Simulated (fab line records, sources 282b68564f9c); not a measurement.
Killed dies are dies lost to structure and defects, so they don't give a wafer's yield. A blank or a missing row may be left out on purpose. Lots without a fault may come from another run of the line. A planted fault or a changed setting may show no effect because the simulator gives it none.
A struck lot beside a sound one | flow rit_cmos | 16 steps out of a route of 202
Sound: wafers L850.3, L850.4, L850.5. Struck: wafers L860.1, L860.3, L860.4. The cause comes at the end.
At each step with rows: each side's tool, then ch and its chambers, then its first start. Under that, the readings that differ: sound wafers | struck wafers | difference of the means | sigmas: that difference in standard deviations of wafers without a fault.
alike: readings whose means differ by less than 2 such deviations, and words and numbers that are the same on both sides. not compared: withheld readings, readings that some wafer has no value for, bounds like >300 that may hide the same value, and numbers for which the record gives no deviation and whose values overlap.
The two part at a step that has a row with sigmas, a row that says differs or no value, or rows on one side only. Numbers that don't overlap but have no deviation are shown without sigmas and don't part them. A reading that every wafer of one side lacks parts them only if that side has two wafers or more.

RIT_ACTIVE_BOW_MEAS_00:
  sound on film_metro-02, day 2 06:02; struck on film_metro-02, day 4 08:00
  alike: INCOMING_BOW
then, 1 step without rows for these wafers: RIT_ACTIVE_OXIDATION_01 (target thk 46.8 nm, ox time 3360 s).
RIT_ACTIVE_THK_MEAS_02:
  sound on film_metro-02, day 2 09:07; struck on film_metro-02, day 4 11:19
  reading               | sound          | struck         | difference | sigmas
  ACTIVE_OXIDE_THK (nm) | 48.3 48.2 47.9 | 46.5 45.7 46.7 | -1.8       | -2
then, 1 step without rows for these wafers: RIT_ACTIVE_CVD_03 (deposits Si3N4 from SiH2Cl2/NH3, target thk 150 nm, time 1500 s).
RIT_ACTIVE_THK_MEAS_04:
  sound on film_metro-01, day 2 10:35; struck on film_metro-03, day 4 12:47
  alike: ACTIVE_NITRIDE_THK
then, 5 steps without rows for these wafers: RIT_ACTIVE_HMDS_05 (prime time 60 s); RIT_ACTIVE_COAT_06 (resist thk 1000 nm); RIT_ACTIVE_SOFTBAKE_07 (time 60 s); RIT_ACTIVE_EXPOSE_08 (exposes mask M1, target cd 1400 nm); RIT_ACTIVE_PEB_09.
RIT_ACTIVE_DEVELOP_10: develop time 50 s.
  sound on litho_track-01 ch 0, day 2 11:00; struck on litho_track-01 ch 0, day 4 13:00
RIT_ACTIVE_CD_MEAS_11: target cd 1400 nm.
  sound on cd_sem-01, day 2 11:46; struck on cd_sem-01, day 4 13:55
  reading    | sound                | struck               | difference | sigmas
  cd_nm (nm) | 1398.5 1399.9 1398.4 | 1385.3 1384.7 1385.3 | -13.8      | -9
then, 1 step without rows for these wafers: RIT_ACTIVE_HARDBAKE_12 (time 60 s).
RIT_ACTIVE_ETCH_13: etches Si3N4 in SF6, stops on SiO2, time 210 s, target depth 210 nm.
  sound on rie_diel-03 ch 0,1,2, day 2 11:59; struck on rie_diel-01 ch 0,2,3, day 4 14:14
  reading                 | sound          | struck         | difference | sigmas
  model.ACTIVE.cd_nm (nm) | 1399 1400 1398 | 1385 1385 1386 | -14        |
  alike: drypump_motor_current_A, oes_product_au, rf_fwd_power_W, throttle_valve_pct
  not compared: rf_hours_counter_h
RIT_ACTIVE_STRIP_14: strips in O2, time 180 s.
  sound on plasma_asher-04 ch 0,1, day 2 12:11; struck on plasma_asher-04 ch 0,1, day 4 14:22
  alike: drypump_motor_current_A
  not compared: rf_hours_counter_h
RIT_M1_PROBE_99:
  the record has rows for the sound wafers here (prober-01, day 4 12:13) and none for the struck ones

WHERE THEY PART
First at RIT_ACTIVE_THK_MEAS_02; last, within this record, at RIT_M1_PROBE_99.

WHY: what the simulator had put in
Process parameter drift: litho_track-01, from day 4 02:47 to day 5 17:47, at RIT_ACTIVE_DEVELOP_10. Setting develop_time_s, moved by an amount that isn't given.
